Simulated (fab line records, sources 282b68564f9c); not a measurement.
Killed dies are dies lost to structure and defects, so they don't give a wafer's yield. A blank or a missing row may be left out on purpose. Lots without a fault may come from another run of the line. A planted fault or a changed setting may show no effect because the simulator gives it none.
fab line records | flow rit_cmos
record lots=13 wafers=39 last_day=7
route steps=202 shown CONTACT@183 M1@202
lots that met no fault: from a run of the same line without faults
start_h: hours from the record's first day to the start of the lot's first wafer shown | wait_h: hours since the lot's step before | " the same as in the row above | L1.1+2: a row that stands for several wafers | - no value, or no start given | * or withheld: withheld | < > ~ a bound
route shown NAME@n: a module of which the file shows steps, and the number in the route of the first | usual: mean/standard deviation of fault-free wafers | same: alike in all rows | chamber/n: place in a boat | sites: the reading at each site | _std_site: their standard deviation | _edge_site: outer sites' mean less inner sites' | radius_mm: how far each site lies from the wafer's centre | mask NAME#n: copy n | behind: the tool/chamber that last shaped the wafer | hold: why the lot was held/for how many hours/how that ended | device: the transistor (n, p or np) that didn't switch | end of line: the same wafers' tests at the end of the route | a step without rows: its recipe alone | killed: dies lost to structure and defects at the first sort, not the wafer's yield | map: a wafer's dies, x killed, . not, _ none there
set.NAME: the setting as run; set.NAME@STEP: as run at that earlier step | model.NAME: the simulator's own value behind a step, which no gauge read
steps of the route over a sample of lots; a table a step, a row a wafer
services: from which hour (start_h, from the record's first day; less than 0 if before it) a tool's chamber was out of use, for how many hours, and why
## steps
# step RIT_CONTACT_CLEAN_14
# recipe chemistry=SC2 mix=3:3:50 time_s=600 temp_c=75 dry=n2_spin
# usual bath_heat_duty_pct=15.2/2.1
# columns lot.wafer tool chamber start_h wait_h bath_heat_duty_pct
L250.1 wet_bench-02 2 52.26 0.0 13.6
L250.2 " 2 " " 15.4
L250.5 " 2 " " 13.4
L251.1 wet_bench-01 0 58.44 0.0 13.7
L251.3 " 0 " " 13.1
L251.4 " 0 " " 14.9
L252.2 wet_bench-01 2 65.90 0.0 15.4
L252.3 " 2 " " 15.8
L252.5 " 2 " " 15.7
L254.3 wet_bench-03 1 73.66 0.0 16.1
L254.4 " 1 " " 15.2
L254.5 " 1 " " 16.4
L255.1 wet_bench-01 0 77.66 0.0 13.5
L255.3 " 0 " " 14.4
L255.5 " 0 " " 14.3
L257.3 wet_bench-01 2 86.72 0.0 15.6
L257.4 " 2 " " 13.2
L257.5 " 2 " " 15.7
L261.2 wet_bench-03 3 107.19 0.0 19.7
L261.3 " 3 " " 19.4
L261.4 " 3 " " 20.3
L262.1 wet_bench-02 1 111.52 0.0 15.4
L262.3 " 1 " " 14.9
L262.6 " 1 " " 14.3
L266.2 wet_bench-02 3 132.85 0.0 18.8
L266.3 " 3 " " 19.0
L266.4 " 3 " " 17.9
L268.1 wet_bench-02 2 142.55 0.0 14.4
L268.5 " 2 " " 13.4
L268.6 " 2 " " 12.9
L270.1 wet_bench-03 0 154.38 0.0 16.5
L270.2 " 0 " " 16.4
L270.4 " 0 " " 16.9
L271.1 wet_bench-03 3 157.60 0.0 18.5
L271.2 " 3 " " 20.5
L271.6 " 3 " " 18.7
L273.2 wet_bench-01 0 172.15 0.0 14.3
L273.3 " 0 " " 14.7
L273.4 " 0 " " 13.8
# step RIT_M1_PROBE_99
# usual killed_at_M0_to_M3=0.0/0.083 killed_at_contacts=0.0/0.2 killed_at_front_end=7/3.1 killed_dies=7/3.1 killed_on_rim=1.9/1.4 killed_open=3.5/1.9 killed_short=3.6/2.1
# same gross_dies=264 killed_at_M4_up=0 killed_at_back_side=0 killed_at_other=0
# columns lot.wafer tool chamber start_h wait_h killed_at_M0_to_M3 killed_at_contacts killed_at_front_end killed_dies killed_on_rim killed_open killed_short
L254.3 prober-02 - 78.59 0.2 0 0 9 9 2 6 3
L254.4 prober-02 - 78.64 0.2 0 0 4 4 1 2 2
L254.5 prober-02 - 78.69 0.2 0 0 12 12 4 4 8
L261.2 prober-01 - 111.43 0.1 0 0 9 9 1 7 2
L261.3 prober-01 - 111.48 0.2 0 0 9 9 5 3 6
L261.4 prober-01 - 111.53 0.2 0 0 12 12 2 7 5
L262.1 prober-02 - 115.83 0.1 0 0 5 5 2 2 3
L262.3 prober-02 - 115.93 0.2 0 0 6 6 1 4 2
L262.6 prober-02 - 116.08 0.2 0 0 7 7 0 5 2
L266.2 prober-02 - 137.45 0.1 0 23 4 27 11 3 1
L266.3 prober-02 - 137.50 0.2 0 23 5 28 10 4 1
L266.4 prober-02 - 137.55 0.2 0 23 6 29 10 3 3
L268.1 prober-02 - 148.67 0.1 0 0 9 9 1 3 6
L268.5 prober-02 - 148.87 0.2 0 0 8 8 1 3 5
L268.6 prober-02 - 148.92 0.2 0 0 11 11 6 5 6
L270.1 prober-02 - 159.84 0.1 0 0 9 9 3 5 4
L270.2 prober-02 - 159.89 0.1 0 0 2 2 1 2 0
L270.4 prober-02 - 159.99 0.2 0 0 3 3 0 2 1
L273.2 prober-01 - 176.46 0.1 0 0 10 10 5 5 5
L273.3 prober-01 - 176.51 0.2 0 0 7 7 3 4 3
L273.4 prober-01 - 176.56 0.2 0 0 6 6 2 5 1
# killed by level:class
L254.3 GATE:geometric_particle:open=5 GATE:geometric_particle:short=2 FOX1:geometric_particle:short=1 SILICIDE:geometric_particle:open=1
L254.4 GATE:geometric_particle:open=2 GATE:geometric_particle:short=2
L254.5 GATE:geometric_particle:short=7 FOX1:geometric_particle:open=1 GATE:geometric_particle:open=1 REOX:geometric_particle:short=1 SPACER:geometric_particle:open=1 SILICIDE:geometric_particle:open=1
L261.2 FOX1:geometric_particle:open=4 FOX1:geometric_particle:short=2 REOX:geometric_particle:open=2 SPACER:geometric_particle:open=1
L261.3 GATE:geometric_particle:short=5 FOX1:geometric_particle:open=2 FOX1:geometric_particle:short=1 REOX:geometric_particle:open=1
L261.4 GATE:geometric_particle:short=3 FOX1:geometric_particle:open=2 REOX:geometric_particle:open=2 REOX:geometric_particle:short=2 ACTIVE:geometric_particle:open=1 FOX2:geometric_particle:open=1 SILICIDE:geometric_particle:open=1
L262.1 FOX2:geometric_particle:short=1 GATE:geometric_particle:open=1 SPACER:geometric_particle:short=1 SILICIDE:geometric_particle:open=1 SILICIDE:geometric_particle:short=1
L262.3 FOX1:geometric_particle:short=1 GATE:geometric_particle:open=1 GATE:geometric_particle:short=1 REOX:geometric_particle:open=1 SPACER:geometric_particle:open=1 SILICIDE:geometric_particle:open=1
L262.6 FOX1:geometric_particle:open=2 FOX1:geometric_particle:short=1 FOX2:geometric_particle:open=1 GATE:geometric_particle:open=1 SPACER:geometric_particle:open=1 REOX:geometric_particle:short=1
L266.2 CONTACT:unspecified=23 GATE:geometric_particle:open=1 GATE:geometric_particle:short=1 REOX:geometric_particle:open=1 SPACER:geometric_particle:open=1
L266.3 CONTACT:unspecified=23 FOX1:geometric_particle:open=1 FOX2:geometric_particle:open=1 REOX:geometric_particle:open=1 SILICIDE:geometric_particle:short=1 SILICIDE:geometric_particle:open=1
L266.4 CONTACT:unspecified=23 FOX1:geometric_particle:open=2 GATE:geometric_particle:open=1 REOX:geometric_particle:short=1 SPACER:geometric_particle:short=1 SILICIDE:geometric_particle:short=1
L268.1 GATE:geometric_particle:short=4 FOX1:geometric_particle:open=1 REOX:geometric_particle:short=1 SPACER:geometric_particle:open=1 SILICIDE:geometric_particle:short=1 SILICIDE:geometric_particle:open=1
L268.5 GATE:geometric_particle:short=2 GATE:geometric_particle:open=2 FOX1:geometric_particle:open=1 REOX:geometric_particle:short=1 SPACER:geometric_particle:short=1 SILICIDE:geometric_particle:short=1
L268.6 GATE:geometric_particle:open=2 GATE:geometric_particle:short=2 SILICIDE:geometric_particle:short=2 ACTIVE:geometric_particle:open=1 FOX1:geometric_particle:open=1 REOX:geometric_particle:short=1 REOX:geometric_particle:open=1 SPACER:geometric_particle:short=1
L270.1 GATE:geometric_particle:open=4 GATE:geometric_particle:short=3 FOX2:geometric_particle:short=1 REOX:geometric_particle:open=1
L270.2 SPACER:geometric_particle:open=1 SILICIDE:geometric_particle:open=1
L270.4 FOX1:geometric_particle:open=1 SPACER:geometric_particle:open=1 SPACER:geometric_particle:short=1
L273.2 GATE:geometric_particle:open=3 GATE:geometric_particle:short=2 REOX:geometric_particle:short=2 REOX:geometric_particle:open=2 SPACER:geometric_particle:short=1
L273.3 FOX1:geometric_particle:open=2 REOX:geometric_particle:short=2 FOX2:geometric_particle:short=1 GATE:geometric_particle:open=1 SILICIDE:geometric_particle:open=1
L273.4 GATE:geometric_particle:open=2 FOX1:geometric_particle:open=1 FOX2:geometric_particle:short=1 SPACER:geometric_particle:open=1 SILICIDE:geometric_particle:open=1
## services
# columns tool chamber start_h hours kind
wet_bench-02 - 79.87 1.0 repair
## key
first_sign step=RIT_M1_PROBE_99 reading=killed_at_contacts direction=up sigmas=23 usual=0.0 struck=23
effect step=RIT_M1_PROBE_99 reading=killed_dies direction=up sigmas=6.8 usual=7 struck=28
met_at RIT_CONTACT_CLEAN_14
struck_lots L266
struck_wafers L266.2,L266.3,L266.4
tester_left_out L266
fault kind=chamber_particle_source tool=wet_bench-02 chamber=3 onset_h=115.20 steps=RIT_CONTACT_CLEAN_14 rate_per_visit_cm2=2.2224 end_h=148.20
# tester_left_out: of these lots the tester's yield and bins aren't shown, on N5 and GAA mostly nor the transistor test; their killed dies are dies lost to structure and defects alone, not to doping, threshold or leakage, so they don't give the yield
